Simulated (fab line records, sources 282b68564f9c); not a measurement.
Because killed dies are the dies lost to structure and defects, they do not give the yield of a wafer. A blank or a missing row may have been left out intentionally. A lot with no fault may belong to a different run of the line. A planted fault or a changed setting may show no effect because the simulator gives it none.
Which tool is to blame? | flow rit_cmos | Sampling: 7 lots, 21 wafers, 3 of 202 route steps

== WHAT THE GAUGES SHOWED, per wafer ==
RIT_PLDD_OVL_MEAS_06.
lot  | measured    | on         | PLDD_OVL (nm)
L262 | day 3 01:59 | overlay-02 | -1.9 0.7 -1.4
L265 | day 3 15:41 | overlay-02 | -0.2 -0.9 -2.1
L274 | day 5 13:15 | overlay-02 | -0.2 -0.7 -0.5
L276 | day 6 02:19 | overlay-02 | 0.3 0.7 0.9
L280 | day 7 00:04 | overlay-01 | 2.9 1.5 1.5
L282 | day 7 12:16 | overlay-01 | 1.7 -0.7 -0.5

== EACH LOT AND THE TOOL THAT RAN IT (in order: tool; ch and the chambers of the sampled wafers; start) ==
lot  | RIT_NRETRO_STRIP_09                 | RIT_GATE_STRIP_20
L262 | plasma_asher-03 ch 0,1, day 2 12:04 | plasma_asher-04 ch 0,1, day 2 20:20
L265 | plasma_asher-04 ch 0,1, day 3 02:31 | plasma_asher-01 ch 1, day 3 10:08
L268 | plasma_asher-03 ch 0,1, day 3 20:17 | plasma_asher-02 ch 0,1, day 4 04:07
L274 | plasma_asher-02 ch 0,1, day 4 23:22 | plasma_asher-04 ch 0,1, day 5 07:41
L276 | plasma_asher-02 ch 0,1, day 5 10:33 | plasma_asher-02 ch 0,1, day 5 18:54
L280 | plasma_asher-03 ch 0,1, day 6 10:02 | plasma_asher-01 ch 0,1, day 6 18:21
L282 | plasma_asher-04 ch 0,1, day 6 17:52 | plasma_asher-04 ch 0,1, day 7 06:18
- RIT_NRETRO_STRIP_09: strips in O2, time 180 s.
- RIT_GATE_STRIP_20: strips in O2, time 180 s.

== THE ANSWER, worked out from the rows above alone ==
Rule: what is usual is taken from the lots themselves. Put in order of their means at a reading, lots are off if they are a third of the lots or fewer, leave a main group of 4 or more, and stand apart from it by a gap of 3 or more times the standard deviation of the main group's means; of several such gaps the widest counts. If all means in a main group match to the digits the tables above print for the reading, that group is not used. A lot without any number at a reading at which 4 lots or more have one is off too. Any other lot the step has rows for is counted as sound.
None of the lots is off at any reading shown; this tells nothing.

== WHAT THE SIMULATOR PUT IN ==
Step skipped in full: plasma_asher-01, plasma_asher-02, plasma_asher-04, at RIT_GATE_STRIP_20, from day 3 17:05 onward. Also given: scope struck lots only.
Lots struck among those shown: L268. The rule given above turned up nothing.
